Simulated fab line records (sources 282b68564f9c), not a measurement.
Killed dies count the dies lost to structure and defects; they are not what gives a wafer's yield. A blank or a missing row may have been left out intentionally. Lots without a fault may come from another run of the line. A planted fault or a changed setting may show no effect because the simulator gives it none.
A struck lot beside a sound one    flow rit-cmos    15 steps out of a route of 202
Sound: wafers L844.2, L844.4, L844.5. Wafers struck: L851.1, L851.2, L851.5. The cause is named last.
At each step with rows: each side's tool, then ch and its chambers, then its first start. Under that, the readings that differ: sound wafers    struck wafers    difference of the means    sigmas: that difference in standard deviations of wafers without a fault.
alike: same words and numbers on both sides, and readings whose means sit less than 2 such deviations apart. not compared: any withheld reading, any reading some wafer has no value for, any bound like >300 that may hide the same value, and any number with overlapping values for which the record gives no deviation.
The two part at a step that has a row with sigmas, a row that says differs or no value, or rows on one side only. When numbers do not overlap yet have no deviation, they are printed without sigmas and do not part them. A reading that every wafer of one side lacks parts them only if that side has two wafers or more.

first, 5 steps without rows for these wafers: RIT_NLDD_COAT_01 (resist thk 1000 nm); RIT_NLDD_SOFTBAKE_02 (time 60 s); RIT_NLDD_EXPOSE_03 (exposes mask M7, target cd 40700 nm); RIT_NLDD_PEB_04; RIT_NLDD_DEVELOP_05 (develop time 50 s).
RIT_NLDD_OVL_MEAS_06:
  sound on overlay-01, day 3 00:05; struck on overlay-02, day 4 12:48
  alike: NLDD_OVL
then, 2 steps without rows for these wafers: RIT_NLDD_HARDBAKE_07 (time 60 s); RIT_NLDD_IMPLANT_08.
RIT_NLDD_STRIP_09: strips in O2, time 180 s.
  sound on plasma-asher-04 ch 0,1, day 3 00:25; struck on plasma-asher-03 ch 0,1, day 4 13:08
  alike: drypump-motor-current-A, o2-flow-sccm
  not compared: rf-hours-counter-h
RIT_NLDD_TW_MEAS_10:
  sound on film-metro-04, day 3 00:35; struck on film-metro-01, day 4 13:19
  alike: NLDD_TW
then, 2 steps without rows for these wafers: RIT_PLDD_HMDS_00 (prime time 60 s); RIT_PLDD_COAT_01 (resist thk 1000 nm).
RIT_PLDD_SOFTBAKE_02: time 60 s.
  sound on litho-track-02 ch 0, day 3 00:58; struck on litho-track-02 ch 0, day 4 13:40
reading           sound              struck             difference  sigmas
run-length-s (s)  89.06 89.23 89.02  98.47 98.70 98.38  +9.41       +45
then, 1 step without rows for these wafers: RIT_PLDD_EXPOSE_03 (exposes mask M8, target cd 40900 nm).
RIT_M1_PROBE_99:
  sound on prober-02, day 3 15:58; struck on prober-01, day 5 05:38
reading             sound  struck  difference  sigmas
killed_at_M0_to_M3  0 0 0  0 1 1   +1          +4
  alike: killed-at-contacts, killed-at-front-end, killed-dies, killed-open, killed-short

== WHERE THEY PART ==
Last at RIT_M1_PROBE_99 as far as this record goes, first at RIT_PLDD_SOFTBAKE_02.

WHY: whatever the simulator had introduced
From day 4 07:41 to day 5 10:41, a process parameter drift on litho-track-02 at RIT_PLDD_SOFTBAKE_02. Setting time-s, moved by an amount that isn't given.
